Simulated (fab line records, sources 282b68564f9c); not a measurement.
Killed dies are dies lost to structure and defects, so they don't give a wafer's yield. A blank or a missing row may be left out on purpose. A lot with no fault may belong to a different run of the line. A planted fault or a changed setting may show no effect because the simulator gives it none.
fab line records | flow rit-cmos
record: lots: 6 wafers: 18 last-day: 7
route steps=202 shown NWELL@35 PWELL@39 WELLDRIVE@50 NRETRO@53 M1@202
lots untouched by any fault: they come from a run of this same line in which no faults occurred
start-h: hours from the record's opening day to when the first of the lot's shown wafers began | wait-h: hours from the lot's prior step to this one | " as in the row above | L1.1+2: one row covering several wafers at once | - no value, or no start given | * or withheld: withheld | < > ~ a bound
route shown NAME@n: names a module that has steps shown in the file, with the first one's number in the route | usual: the fault-free wafers' mean and standard deviation | same: alike in all rows | chamber/n: place in a boat | sites: the reading at each site | _std_site: how widely they spread, as a standard deviation | _edge_site: outer sites' mean less inner sites' | radius-mm: for every site, how far away it sits from the centre of the wafer | mask NAME#n: copy n | behind: the tool/chamber that last shaped the wafer | hold: cause of the lot's hold/its duration in hours/its outcome | device: whichever transistor did not switch (one of n, p or np) | end of line: at the end of the route, the tests of the same wafers | a step given without rows: its recipe and nothing more | killed: at the first sort, the dies lost to defects and structure; wafer yield is something else | map: dies across one wafer; x = killed, . = not, _ = none there
set.NAME: the run value of the setting; set.NAME@STEP: its run value at that earlier step | model.NAME: the simulator's own value behind a step, which no gauge read
lots at some steps of the route; a table a step, a row a wafer
services: when a tool's chamber went out of use (start-h, in hours from the record's first day, below 0 if earlier), for how many hours, and the reason
== steps ==
step: RIT_NWELL_HARDBAKE_07
recipe: resist: NOVOLAK temp-c: 140 time-s: 120
step: RIT_NWELL_IMPLANT_08
recipe: species: P energy-kev: 170 dose-cm2: 5e+13 tilt-deg: 7
step: RIT_NWELL_STRIP_09
recipe: chemistry: O2 time-s: 180 resist: NOVOLAK platen-temp-c: withheld power-w: 500 pressure-mtorr: 4000 o2-flow-sccm: 4000
usual: drypump-motor-current-A: 5.9/0.65
columns lot.wafer tool chamber start-h wait-h drypump-motor-current-A rf-hours-counter-h
L814.1 plasma-asher-03 1 27.57 0.1 6.2 38
L814.2 " 0 " " 6.6 38
L814.6 " 0 " " 6.6 -
L819.4 plasma-asher-02 0 55.64 0.1 5.3 -
L819.5 " 1 " " 5.0 -
L819.6 " 0 " " 5.3 -
L821.2 plasma-asher-03 0 62.39 0.1 6.6 41
L821.4 " 1 " " 6.2 -
L821.6 " 1 " " 6.2 -
L822.2 plasma-asher-03 1 68.32 0.1 6.2 42
L822.5 " 0 " " 6.6 -
L822.6 " 1 " " 6.2 -
L823.1 plasma-asher-02 1 71.35 0.1 4.9 41
L823.2 " 0 " " 5.3 41
L823.4 " 1 " " 4.9 -
L833.2 plasma-asher-02 0 121.69 0.1 5.3 48
L833.4 " 1 " " 4.9 -
L833.5 " 1 " " 4.9 -
step: RIT_NWELL_TW_MEAS_10
usual: NWELL_TW: 2153/24
columns lot.wafer tool chamber start-h wait-h NWELL_TW
L814.1 film-metro-04 - 27.75 0.1 2156
L814.2 " - " " 2163
L814.6 " - " " 2155
L819.4 film-metro-02 - 55.79 0.1 2183
L819.5 " - " " 2184
L819.6 " - " " 2176
L821.2 film-metro-02 - 62.58 0.1 2175
L821.4 " - " " 2183
L821.6 " - " " 2175
L822.2 film-metro-03 - 68.50 0.1 2128
L822.5 " - " " 2128
L822.6 " - " " 2127
L823.1 film-metro-04 - 71.52 0.1 2159
L823.2 " - " " 2160
L823.4 " - " " 2162
L833.2 film-metro-02 - 121.88 0.1 2183
L833.4 " - " " 2164
L833.5 " - " " 2179
step: RIT_PWELL_HMDS_00
recipe: prime-time-s: 60 prime-temp-c: 140
step: RIT_PWELL_COAT_01
recipe: resist: NOVOLAK spin-rpm: 2000 resist-thk-nm: 1300
step: RIT_PWELL_SOFTBAKE_02
recipe: resist: NOVOLAK temp-c: 90 time-s: 60
step: RIT_PWELL_EXPOSE_03
recipe: mask-id: M3 na: 0.57 target-cd-nm: 43700 dose-mj: 250
step: RIT_PWELL_PEB_04
recipe: resist: NOVOLAK temp-c: withheld time-s: withheld
step: RIT_PWELL_DEVELOP_05
recipe: resist: NOVOLAK develop-time-s: 68 dev-temp-c: 23
step: RIT_PWELL_OVL_MEAS_06
usual: PWELL_OVL: 0.7/1.8
columns lot.wafer tool chamber start-h wait-h PWELL_OVL[nm]
L814.1 overlay-01 - 28.81 - 2.2
L814.2 " - " " 2.7
L814.6 " - " " 3.2
L819.4 overlay-02 - 56.84 - -0.5
L819.5 " - " " -0.8
L819.6 " - " " -1.9
L821.2 overlay-01 - 63.64 - 3.6
L821.4 " - " " 2.7
L821.6 " - " " 2.4
L822.2 overlay-02 - 69.57 - 0.7
L822.5 " - " " -0.6
L822.6 " - " " -1.7
L823.1 overlay-02 - 72.46 - -1.3
L823.2 " - " " 0.1
L823.4 " - " " -1.0
L833.2 overlay-01 - 122.81 - 0.4
L833.4 " - " " -0.1
L833.5 " - " " -0.1
step: RIT_PWELL_HARDBAKE_07
recipe: resist: NOVOLAK temp-c: 140 time-s: 120
step: RIT_PWELL_IMPLANT_08
recipe: species: B energy-kev: 170 dose-cm2: 7e+13 tilt-deg: 7
usual: beam-on-s: 9.99/0.2 dose-ions-cm2: 7.002e+13/7.8e+10 faraday-current-uA: 222/4.4
columns lot.wafer tool chamber start-h wait-h beam-on-s dose-ions-cm2 faraday-current-uA
L814.1 implanter-03 0 29.10 0.2 9.78 7.008e+13 227
L814.2 " 0 " " 9.82 7.015e+13 225
L814.6 " 0 " " 10.21 7.019e+13 217
L819.4 implanter-03 0 57.18 0.2 10.33 7.004e+13 214
L819.5 " 0 " " 10.17 6.995e+13 219
L819.6 " 0 " " 9.89 6.989e+13 225
L821.2 implanter-03 0 63.94 0.2 10.07 9.938e+13 314
L821.4 " 0 " " 9.57 9.95e+13 327
L821.6 " 0 " " 10.26 9.947e+13 308
L822.2 implanter-03 0 69.87 0.2 10.25 9.937e+13 309
L822.5 " 0 " " 9.95 9.932e+13 315
L822.6 " 0 " " 10.12 9.936e+13 312
L823.1 implanter-01 0 72.75 0.2 9.70 6.997e+13 229
L823.2 " 0 " " 10.01 7.005e+13 222
L823.4 " 0 " " 9.66 7.003e+13 229
L833.2 implanter-04 0 123.12 0.2 10.08 7.004e+13 219
L833.4 " 0 " " 9.88 7.014e+13 225
L833.5 " 0 " " 10.19 7.01e+13 217
step: RIT_PWELL_STRIP_09
recipe: chemistry: O2 time-s: 180 resist: NOVOLAK platen-temp-c: withheld power-w: 500 pressure-mtorr: 4000 o2-flow-sccm: 4000
usual: drypump-motor-current-A: 5.9/0.63
columns lot.wafer tool chamber start-h wait-h drypump-motor-current-A rf-hours-counter-h
L814.1 plasma-asher-02 0 29.25 0.1 5.3 37
L814.2 " 1 " " 5.0 37
L814.6 " 0 " " 5.3 -
L819.4 plasma-asher-04 1 57.32 0.1 5.7 -
L819.5 " 1 " " 5.7 -
L819.6 " 0 " " 6.6 -
L821.2 plasma-asher-02 0 64.07 0.1 5.3 41
L821.4 " 1 " " 5.0 -
L821.6 " 0 " " 5.3 -
L822.2 plasma-asher-04 1 70.00 0.1 5.7 28
L822.5 " 0 " " 6.6 -
L822.6 " 1 " " 5.7 -
L823.1 plasma-asher-03 0 72.90 0.1 6.6 42
L823.2 " 1 " " 6.2 42
L823.4 " 0 " " 6.6 -
L833.2 plasma-asher-02 1 123.24 0.1 5.0 48
L833.4 " 0 " " 5.3 -
L833.5 " 1 " " 5.0 -
step: RIT_PWELL_TW_MEAS_10
usual: PWELL_TW: 960/11
columns lot.wafer tool chamber start-h wait-h PWELL_TW
L814.1 film-metro-04 - 29.42 0.1 956
L814.2 " - " " 956
L814.6 " - " " 957
L819.4 film-metro-04 - 57.46 0.1 962
L819.5 " - " " 958
L819.6 " - " " 961
L821.2 film-metro-02 - 64.25 0.1 1078
L821.4 " - " " 1080
L821.6 " - " " 1083
L822.2 film-metro-03 - 70.18 0.1 1060
L822.5 " - " " 1062
L822.6 " - " " 1062
L823.1 film-metro-02 - 73.07 0.1 978
L823.2 " - " " 969
L823.4 " - " " 977
L833.2 film-metro-02 - 123.43 0.1 972
L833.4 " - " " 974
L833.5 " - " " 979
step: RIT_WELLDRIVE_ANNEAL_00
recipe: temp-c: 1100 time-s: 14700 ambient: N2
step: RIT_WELLDRIVE_RS_MEAS_01
recipe: thk-meas-gauge: four-point-probe
usual: NWELL_RS: 275.3/0.73
columns lot.wafer tool chamber start-h wait-h NWELL_RS[ohm/sq]
L814.1 film-metro-04 - 36.25 0.0 274.7
L814.2 " - " " 274.8
L814.6 " - " " 274.1
L819.4 film-metro-03 - 62.64 0.1 274.4
L819.5 " - " " 275.0
L819.6 " - " " 275.1
L821.2 film-metro-04 - 69.43 0.0 274.2
L821.4 " - " " 274.4
L821.6 " - " " 274.6
L822.2 film-metro-03 - 75.33 0.0 276.2
L822.5 " - " " 275.7
L822.6 " - " " 275.6
L823.1 film-metro-04 - 78.85 0.0 273.8
L823.2 " - " " 274.5
L823.4 " - " " 275.0
L833.2 film-metro-04 - 128.58 0.0 275.3
L833.4 " - " " 276.0
L833.5 " - " " 276.7
step: RIT_WELLDRIVE_RS_MEAS_02
recipe: thk-meas-gauge: four-point-probe
usual: PWELL_RS: 428.9/1
columns lot.wafer tool chamber start-h wait-h PWELL_RS[ohm/sq]
L814.1 film-metro-04 - 36.37 0.1 428.9
L814.2 " - " " 428.4
L814.6 " - " " 428.0
L819.4 film-metro-03 - 62.76 0.1 430.5
L819.5 " - " " 430.1
L819.6 " - " " 430.1
L821.2 film-metro-04 - 69.55 0.1 345.0
L821.4 " - " " 344.2
L821.6 " - " " 344.9
L822.2 film-metro-03 - 75.45 0.1 346.4
L822.5 " - " " 345.9
L822.6 " - " " 345.8
L823.1 film-metro-04 - 78.97 0.1 428.4
L823.2 " - " " 426.9
L823.4 " - " " 427.2
L833.2 film-metro-04 - 128.70 0.1 429.3
L833.4 " - " " 428.3
L833.5 " - " " 428.2
step: RIT_NRETRO_HMDS_00
recipe: prime-time-s: 60 prime-temp-c: 140
step: RIT_M1_PROBE_99
usual: killed_at_M0_to_M3: 0.0/0.14 killed-at-contacts: 0.1/0.29 killed-at-front-end: 7/3 killed-dies: 8/3 killed-open: 3.7/2 killed-short: 3.8/2.1
same: gross-dies: 264 killed_at_M4_up: 0 killed-at-back-side: 0 killed-at-other: 0
columns lot.wafer tool chamber start-h wait-h killed_at_M0_to_M3 killed-at-contacts killed-at-front-end killed-dies killed-open killed-short model.etest.nmos_0p3.r-on-ohm-um model.etest.nmos_0p15.r-on-ohm-um model.etest.pwell-pinched.rs-ohm-sq model.etest.pwell.rs-ohm-sq model.etest.nmos-turned.drive-ua-um model.etest.nmos_0p15.drive-ua-um model.etest.nmos-narrow.drive-ua-um model.etest.nmos_0p3.drive-ua-um
L814.1 prober-02 - 70.22 0.1 0 0 11 11 9 2 2127 1146 462.3 411.5 350.9 499 235.4 240.1
L814.2 prober-02 - 70.27 0.1 0 0 8 8 4 4 2146 1111 456.6 407.9 349.4 485.6 229.7 231.2
L814.6 prober-02 - 70.47 0.2 0 0 8 8 2 6 2166 1156 456.2 403.1 338.6 480.6 228.9 233.6
L819.4 prober-01 - 92.00 0.2 1 0 6 7 3 4 2150 1106 457.6 411.9 332.5 487.6 230.1 225.9
L819.5 prober-01 - 92.05 0.2 0 0 8 8 4 4 2207 1216 466.5 411.6 321.8 469.3 228.4 226.4
L819.6 prober-01 - 92.10 0.2 0 0 6 6 5 1 2172 1136 461 414.2 319 471.1 228.6 223.2
L821.2 prober-01 - 98.55 0.1 0 0 7 7 3 4 2496 1289 366.1 332.7 227.8 382.4 175 176.4
L821.4 prober-01 - 98.65 0.2 0 0 9 9 5 4 2516 1284 361.8 329 231.2 377.4 174.7 172.7
L821.6 prober-01 - 98.75 0.2 0 0 8 8 3 5 2462 1220 356.9 329.6 233.6 378.4 169.4 170.9
L822.2 prober-02 - 106.47 0.1 0 0 7 7 4 3 2471 1302 373.7 333.1 237.7 399.9 186.6 185.1
L822.5 prober-02 - 106.62 0.2 0 0 10 10 6 4 2396 1191 363 335.3 245.2 407.6 182.7 183.5
L822.6 prober-02 - 106.67 0.2 0 0 10 10 3 7 2470 1310 368.8 333 233.6 399.2 182.6 184
L823.1 prober-01 - 108.67 0.1 0 0 6 6 2 4 2186 1186 461.3 406.4 322.9 463.6 225.2 223.7
L823.2 prober-01 - 108.72 0.1 0 0 13 13 7 6 2170 1136 457 410.3 329.3 468.8 226.2 224.1
L823.4 prober-01 - 108.82 0.2 0 0 4 4 1 3 2117 1069 447.3 408.4 342.1 476.2 227.7 225.7
L833.2 prober-01 - 157.55 0.1 0 0 10 10 6 4 2218 1185 464 417 310.9 462.6 226.5 223.9
L833.4 prober-01 - 157.65 0.2 0 0 7 7 3 4 2175 1139 463.5 414.9 315.4 461.6 223.1 220.1
L833.5 prober-01 - 157.70 0.2 0 1 12 13 7 6 2194 1188 472.6 420.8 318.3 467.5 228.8 225.9
killed by level:class
L814.1 FOX2:geometric-particle:open=4 GATE:geometric-particle:open=4 GATE:geometric-particle:short=1 REOX:geometric-particle:short=1 SILICIDE:geometric-particle:open=1
L814.2 GATE:geometric-particle:open=2 FOX1:geometric-particle:short=1 GATE:geometric-particle:short=1 REOX:geometric-particle:short=1 SPACER:geometric-particle:short=1 SPACER:geometric-particle:open=1 SILICIDE:geometric-particle:open=1
L814.6 FOX1:geometric-particle:short=2 FOX1:geometric-particle:open=1 FOX2:geometric-particle:short=1 GATE:geometric-particle:short=1 REOX:geometric-particle:open=1 SPACER:geometric-particle:short=1 SILICIDE:geometric-particle:short=1
L819.4 FOX2:geometric-particle:short=2 FOX2:geometric-particle:open=1 GATE:geometric-particle:open=1 REOX:geometric-particle:short=1 SILICIDE:geometric-particle:open=1 M1:geometric-particle:short=1
L819.5 FOX1:geometric-particle:short=2 FOX2:geometric-particle:open=2 GATE:geometric-particle:short=1 REOX:geometric-particle:short=1 REOX:geometric-particle:open=1 SILICIDE:geometric-particle:open=1
L819.6 REOX:geometric-particle:open=3 FOX2:geometric-particle:open=1 SPACER:geometric-particle:open=1 SILICIDE:geometric-particle:short=1
L821.2 SPACER:geometric-particle:short=2 FOX1:geometric-particle:open=1 GATE:geometric-particle:short=1 GATE:geometric-particle:open=1 REOX:geometric-particle:short=1 SPACER:geometric-particle:open=1
L821.4 GATE:geometric-particle:open=3 REOX:geometric-particle:short=2 FOX1:geometric-particle:short=1 FOX1:geometric-particle:open=1 GATE:geometric-particle:short=1 REOX:geometric-particle:open=1
L821.6 GATE:geometric-particle:short=4 FOX1:geometric-particle:open=2 SILICIDE:geometric-particle:open=1 SILICIDE:geometric-particle:short=1
L822.2 GATE:geometric-particle:open=3 GATE:geometric-particle:short=2 SPACER:geometric-particle:open=1 SPACER:geometric-particle:short=1
L822.5 GATE:geometric-particle:open=3 SPACER:geometric-particle:short=2 ACTIVE:geometric-particle:open=1 FOX1:geometric-particle:open=1 FOX2:geometric-particle:short=1 GATE:geometric-particle:short=1 SPACER:geometric-particle:open=1
L822.6 SPACER:geometric-particle:short=4 FOX2:geometric-particle:open=1 GATE:geometric-particle:short=1 REOX:geometric-particle:open=1 REOX:geometric-particle:short=1 SPACER:geometric-particle:open=1 SILICIDE:geometric-particle:short=1
L823.1 SILICIDE:geometric-particle:short=3 GATE:geometric-particle:short=1 REOX:geometric-particle:open=1 SILICIDE:geometric-particle:open=1
L823.2 FOX2:geometric-particle:open=2 GATE:geometric-particle:short=2 GATE:geometric-particle:open=2 SILICIDE:geometric-particle:open=2 SILICIDE:geometric-particle:short=2 FOX1:geometric-particle:short=1 REOX:geometric-particle:short=1 REOX:geometric-particle:open=1
L823.4 SPACER:geometric-particle:short=2 FOX1:geometric-particle:open=1 FOX2:geometric-particle:short=1
L833.2 GATE:geometric-particle:short=3 GATE:geometric-particle:open=3 FOX1:geometric-particle:open=1 FOX2:geometric-particle:open=1 SILICIDE:geometric-particle:open=1 SILICIDE:geometric-particle:short=1
L833.4 SILICIDE:geometric-particle:short=2 FOX1:geometric-particle:short=1 GATE:geometric-particle:open=1 REOX:geometric-particle:open=1 REOX:geometric-particle:short=1 SPACER:geometric-particle:open=1
L833.5 FOX1:geometric-particle:short=3 GATE:geometric-particle:short=3 GATE:geometric-particle:open=2 SPACER:geometric-particle:open=2 FOX1:geometric-particle:open=1 SILICIDE:geometric-particle:open=1 CONTACT:geometric-particle:open=1
== services ==
columns tool chamber start-h hours kind
implanter-03 - 13.94 2.7 repair
implanter-04 - 20.40 2.3 repair
plasma-asher-03 - 53.22 1.4 repair
implanter-04 - 59.87 5.8 repair
implanter-01 - 84.15 3.2 repair
implanter-04 - 100.21 4.5 repair
plasma-asher-03 - 116.76 2.8 pm
== key ==
first-sign: step: RIT_PWELL_IMPLANT_08 reading: dose-ions-cm2 direction: up sigmas: 99+ usual: 7.002e+13 struck: 9.94e+13
effect: step: RIT_PWELL_IMPLANT_08 reading: faraday-current-uA direction: up sigmas: 21 usual: 222 struck: 314
effect: step: RIT_PWELL_TW_MEAS_10 reading: PWELL_TW direction: up sigmas: 9.7 usual: 960 struck: 1071
effect: step: RIT_WELLDRIVE_RS_MEAS_02 reading: PWELL_RS direction: down sigmas: 83 usual: 428.9 struck: 345.4
model-effect: step: RIT_M1_PROBE_99 value: etest.nmos_0p3.r-on-ohm-um without: 2163 struck: 2469
met-at RIT_PWELL_IMPLANT_08
struck-wafers L821.2,L821.4,L821.6,L822.2,L822.5,L822.6
tester-left-out L821,L822
onset-between 57.18 63.94
fault: kind: process-parameter-drift tool: implanter-03 chamber: - onset-h: 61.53 steps: RIT_PWELL_IMPLANT_08 channel: dose-cm2 offset: 2.94e+13 shape: step end-h: 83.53 acts-in: these-recipes-only stated: 7e+13
tester-left-out: of these lots the tester's yield and bins aren't shown, on N5 and GAA mostly nor the transistor test; their killed dies are dies lost to structure and defects alone, not to doping, threshold or leakage, so they don't give the yield
